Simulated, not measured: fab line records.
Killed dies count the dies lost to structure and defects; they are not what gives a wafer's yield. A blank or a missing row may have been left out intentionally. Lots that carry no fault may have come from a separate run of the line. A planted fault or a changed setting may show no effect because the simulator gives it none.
Which tool was responsible? / flow berkeley cmos170 / Sampling: 15 lots, 45 wafers, 3 of 331 route steps

WHAT EACH GAUGE READ, for each wafer
UCB170_SDANNEAL_RS_MEAS_04: measurement is done with a four-point probe.
lot=L624; measured=day 8 03:38; on=film metro-02; PLDD_RS (ohm/sq)=1027.5 1029.5 1031.6
lot=L625; measured=day 8 03:04; on=film metro-02; PLDD_RS (ohm/sq)=1030.3 1034.2 1036.2
lot=L626; measured=day 8 12:14; on=film metro-04; PLDD_RS (ohm/sq)=1032.3 1033.5 1037.1
lot=L628; measured=day 8 11:46; on=film metro-04; PLDD_RS (ohm/sq)=1031.6 1031.4 1025.5
lot=L629; measured=day 9 06:03; on=film metro-04; PLDD_RS (ohm/sq)=1031.5 1029.7 1031.6
lot=L632; measured=day 9 11:20; on=film metro-02; PLDD_RS (ohm/sq)=1009.1 1010.8 1014.1 1011.1 1012.1 1014.0
lot=L631; measured=day 9 10:19; on=film metro-02; PLDD_RS (ohm/sq)=1036.7 1033.2 1036.3
lot=L635; measured=day 9 20:58; on=film metro-04; PLDD_RS (ohm/sq)=1029.3 1029.8 1028.9
lot=L633; measured=day 10 00:07; on=film metro-02; PLDD_RS (ohm/sq)=1015.9 1016.5 1013.5 1015.6 1015.3 1012.1
lot=L636; measured=day 10 14:01; on=film metro-03; PLDD_RS (ohm/sq)=1010.8 1014.4 1014.5 1014.3 1014.9 1012.1
lot=L637; measured=day 10 15:41; on=film metro-04; PLDD_RS (ohm/sq)=1030.3 1029.6 1030.6
lot=L640; measured=day 11 05:37; on=film metro-04; PLDD_RS (ohm/sq)=1031.1 1028.7 1031.3
lot=L641; measured=day 11 05:12; on=film metro-02; PLDD_RS (ohm/sq)=1031.1 1033.0 1033.8
lot=L644; measured=day 12 01:44; on=film metro-03; PLDD_RS (ohm/sq)=1032.3 1029.5 1032.5
lot=L647; measured=day 12 15:29; on=film metro-04; PLDD_RS (ohm/sq)=1031.2 1026.9 1029.9

UCB170_SDANNEAL_RS_MEAS_05: measurement is done with a four-point probe.
lot=L624; measured=day 8 03:46; on=film metro-02; NLDD_RS (ohm/sq)=617.0 618.6 616.9
lot=L625; measured=day 8 03:11; on=film metro-02; NLDD_RS (ohm/sq)=617.7 616.8 617.2
lot=L626; measured=day 8 12:21; on=film metro-04; NLDD_RS (ohm/sq)=614.1 616.7 616.9
lot=L628; measured=day 8 11:53; on=film metro-04; NLDD_RS (ohm/sq)=616.5 615.3 615.9
lot=L629; measured=day 9 06:10; on=film metro-04; NLDD_RS (ohm/sq)=616.6 618.0 617.3
lot=L632; measured=day 9 16:44; on=film metro-02; NLDD_RS (ohm/sq)=620.6 618.9 619.1
lot=L631; measured=day 9 10:26; on=film metro-02; NLDD_RS (ohm/sq)=618.6 620.8 618.0
lot=L635; measured=day 9 21:05; on=film metro-04; NLDD_RS (ohm/sq)=614.9 616.1 616.7
lot=L633; measured=day 10 02:11; on=film metro-02; NLDD_RS (ohm/sq)=616.7 616.9 615.6
lot=L636; measured=day 10 18:17; on=film metro-03; NLDD_RS (ohm/sq)=616.8 617.3 617.9
lot=L637; measured=day 10 15:49; on=film metro-04; NLDD_RS (ohm/sq)=614.0 614.3 614.3
lot=L640; measured=day 11 05:44; on=film metro-04; NLDD_RS (ohm/sq)=617.8 619.4 617.0
lot=L641; measured=day 11 05:19; on=film metro-02; NLDD_RS (ohm/sq)=616.2 617.1 618.4
lot=L644; measured=day 12 01:52; on=film metro-03; NLDD_RS (ohm/sq)=615.1 613.5 614.9
lot=L647; measured=day 12 15:36; on=film metro-04; NLDD_RS (ohm/sq)=617.8 616.8 616.0

WHICH TOOL RAN EACH LOT (tool, then ch and the chambers of the sampled wafers, then the start)
lot=L624; UCB170_PLDD_IMPLANT_08=implanter-01 ch 0, day 7 08:30
lot=L625; UCB170_PLDD_IMPLANT_08=implanter-01 ch 0, day 7 09:13
lot=L626; UCB170_PLDD_IMPLANT_08=implanter-04 ch 0, day 7 21:41
lot=L628; UCB170_PLDD_IMPLANT_08=implanter-01 ch 0, day 7 21:57
lot=L629; UCB170_PLDD_IMPLANT_08=implanter-01 ch 0, day 8 12:36
lot=L632; UCB170_PLDD_IMPLANT_08=implanter-01 ch 0, day 8 18:59
lot=L631; UCB170_PLDD_IMPLANT_08=implanter-04 ch 0, day 8 19:55
lot=L635; UCB170_PLDD_IMPLANT_08=implanter-03 ch 0, day 9 06:51
lot=L633; UCB170_PLDD_IMPLANT_08=implanter-01 ch 0, day 9 07:56
lot=L636; UCB170_PLDD_IMPLANT_08=implanter-01 ch 0, day 10 01:15
lot=L637; UCB170_PLDD_IMPLANT_08=implanter-03 ch 0, day 10 01:29
lot=L640; UCB170_PLDD_IMPLANT_08=implanter-03 ch 0, day 10 15:07
lot=L641; UCB170_PLDD_IMPLANT_08=implanter-04 ch 0, day 10 15:25
lot=L644; UCB170_PLDD_IMPLANT_08=implanter-04 ch 0, day 11 13:20
lot=L647; UCB170_PLDD_IMPLANT_08=implanter-04 ch 0, day 11 20:46
- UCB170_PLDD_IMPLANT_08

AS READ BY THE TOOLS THEMSELVES (means over the sampled wafers that have a number; for cases with no such wafer, the mark the record gives instead)
UCB170_PLDD_IMPLANT_08.
lot=L624; tool=implanter-01; dose ions cm2=5e+13; faraday current uA=156
lot=L625; tool=implanter-01; dose ions cm2=5e+13; faraday current uA=157
lot=L626; tool=implanter-04; dose ions cm2=5e+13; faraday current uA=158
lot=L628; tool=implanter-01; dose ions cm2=5e+13; faraday current uA=155
lot=L629; tool=implanter-01; dose ions cm2=5e+13; faraday current uA=158
lot=L632; tool=implanter-01; dose ions cm2=5e+13; faraday current uA=167
lot=L631; tool=implanter-04; dose ions cm2=5e+13; faraday current uA=157
lot=L635; tool=implanter-03; dose ions cm2=5e+13; faraday current uA=151
lot=L633; tool=implanter-01; dose ions cm2=5e+13; faraday current uA=164
lot=L636; tool=implanter-01; dose ions cm2=5e+13; faraday current uA=166
lot=L637; tool=implanter-03; dose ions cm2=5e+13; faraday current uA=152
lot=L640; tool=implanter-03; dose ions cm2=5e+13; faraday current uA=153
lot=L641; tool=implanter-04; dose ions cm2=5e+13; faraday current uA=158
lot=L644; tool=implanter-04; dose ions cm2=5e+13; faraday current uA=155
lot=L647; tool=implanter-04; dose ions cm2=5e+13; faraday current uA=160

THE ANSWER, worked out from the rows above alone
Rule: usual is defined by the lots themselves. Put in order of their means at a reading, lots are off if they are a third of the lots or fewer, leave a main group of 4 or more, and stand apart from it by a gap of 3 or more times the standard deviation of the main group's means; of several such gaps the widest counts. A main group is skipped when, at the precision printed for the reading in the tables above, its means are all equal. Also off: a lot with no number at a reading for which 4 or more lots have one. All remaining lots with rows at the step are treated as sound. After the gauges, taken in route order, come the tools' own readings; for these a lot's mean is taken, as printed above. The first step at which some lot is off is used, and at that step the reading that is off furthest; a lot without a number counts as furthest.
Off: L632, L633, L636, at UCB170_SDANNEAL_RS_MEAS_04 (PLDD_RS). The main group has a mean of 1031.4 ohm/sq with a standard deviation of 2.
A tool fits if, at a process step before that reading, it ran every lot that is off, and no sound lot after the first of them. The gauges at UCB170_SDANNEAL_RS_MEAS_04 are tried like those tools. One candidate fits, namely implanter-01 at UCB170_PLDD_IMPLANT_08. Its last sound lot is L629 (day 8 12:36), its first lot that is off L632 (day 8 18:59): a fault that began between those two fits.

WHAT WAS PUT IN BY THE SIMULATOR
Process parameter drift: implanter-01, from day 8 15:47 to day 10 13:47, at UCB170_PLDD_IMPLANT_08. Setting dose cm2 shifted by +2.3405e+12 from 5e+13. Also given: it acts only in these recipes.
Shown lots that were struck: L632, L633, L636. The rule above found the same.
